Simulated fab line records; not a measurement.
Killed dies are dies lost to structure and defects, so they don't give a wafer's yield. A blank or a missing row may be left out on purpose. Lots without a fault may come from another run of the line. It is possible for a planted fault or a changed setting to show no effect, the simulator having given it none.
Split-lot study ; flow berkeley_cmos170 ; route with 331 steps; 5 lots, 23 wafers read

## ON THE SPLIT
At UCB170_M3_COAT_05 (resist thk 900 nm), the setting resist_thk_nm was moved away from the recipe's 900 nm on 12 of the 23 wafers read, by -4.6% to +3.0%. This setting was run at the recipe's value on the other wafers.

The reading is taken at the split's own step.

## THE READING
KrF_of_M3_COAT_05.thk_nm (the simulator's own value, which no gauge read), in nm, at UCB170_M3_COAT_05 (resist thk 900 nm). The file gives no usual value for it. Here, 11 wafers ran the recipe; their average is 902.7 nm with a standard deviation of 2.9 nm.

wafer;tool, chamber at the split;resist_thk_nm as run, nm;against the recipe;KrF_of_M3_COAT_05.thk_nm, nm;against lot-mates on the recipe
L077.1;litho_track-03, 0;867.5;-3.6%;874.9;-30.5
L077.2;litho_track-03, 0;867.5;-3.6%;871.3;-34.1
L077.4;litho_track-03, 0;900;recipe;904.7;-
L077.5;litho_track-03, 0;900;recipe;906.1;-
L077.6;litho_track-03, 0;867.5;-3.6%;874.3;-31.1
L079.1;litho_track-04, 0;900;recipe;903;-
L079.3;litho_track-04, 0;858.2;-4.6%;858;-43.5
L079.4;litho_track-04, 0;858.2;-4.6%;857.5;-44.0
L079.5;litho_track-04, 0;900;recipe;899.9;-
L079.6;litho_track-04, 0;858.2;-4.6%;858.6;-42.9
L078.1;litho_track-01, 0;900;recipe;904.9;-
L078.2;litho_track-01, 0;926.7;+3.0%;933.3;+28.6
L078.4;litho_track-01, 0;926.7;+3.0%;931.6;+26.9
L078.5;litho_track-01, 0;900;recipe;904.5;-
L078.6;litho_track-01, 0;926.7;+3.0%;930.3;+25.6
L081.1;litho_track-04, 0;882;-2.0%;887.3;-17.6
L081.2;litho_track-04, 0;882;-2.0%;882.9;-22.0
L081.3;litho_track-04, 0;900;recipe;903.7;-
L081.4;litho_track-04, 0;900;recipe;906.1;-
L081.5;litho_track-04, 0;882;-2.0%;885.7;-19.2
L085.3;litho_track-03, 0;900;recipe;900.1;-
L085.5;litho_track-03, 0;900;recipe;900;-
L085.6;litho_track-03, 0;900;recipe;896.7;-

FIT RESULTS
A straight line over all 23 wafers: KrF_of_M3_COAT_05.thk_nm changes by +9.25 nm for each +1% of resist_thk_nm; r = +0.99; the points scatter about the line by 2.9 nm.
The same after taking each lot's own level away (the mean of its wafers on the recipe; 23 wafers): +9.18 nm for each +1%; r = +1.00; scatter 1.5 nm.
According to that fit, moving resist_thk_nm by its largest amount changes the reading by 43 nm.
From 898.93 to 905.40 nm: that is the span of the lots' own levels, equal to 2.2 times the standard deviation above.
Hence the lot-to-lot level has little effect on the slope; both slopes agree.
Check: for one of the wafers moved furthest among these (-4.6%), held out of the fit, the line's prediction against its lot-mates is -42.6 nm. It came out at -43.5 nm against them.

## FURTHER SPLITS ON THESE WAFERS
Other splits were also applied to these wafers ahead of the reading. Each is held against what the fit with the lots' levels taken away leaves over:
other split on the same wafers;wafers away from the commonest value;r with KrF_of_M3_COAT_05.thk_nm (lot level and that fit taken away)
UCB170_V2_CVD_00 time_s;11;-0.11
UCB170_V2_COAT_07 spin_rpm;4;+0.07

## THE WHOLE CHAIN: every reading that the file lists as answering this split, in the file's order
step;what it does;reading;change (the file's fit);r (the file's)
UCB170_M3_COAT_05;resist thk 900 nm;KrF_of_M3_COAT_05.thk_nm (the simulator's own value, which no gauge read);+9.2 nm for each +1% of the setting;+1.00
UCB170_M3_STRIP_07;strips in O2;strip_time_to_endpoint_s;withheld for each +1% of the setting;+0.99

## THE FILE'S OWN FIT
KrF_of_M3_COAT_05.thk_nm changes by +9.2 nm for each +1% of resist_thk_nm, r = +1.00.
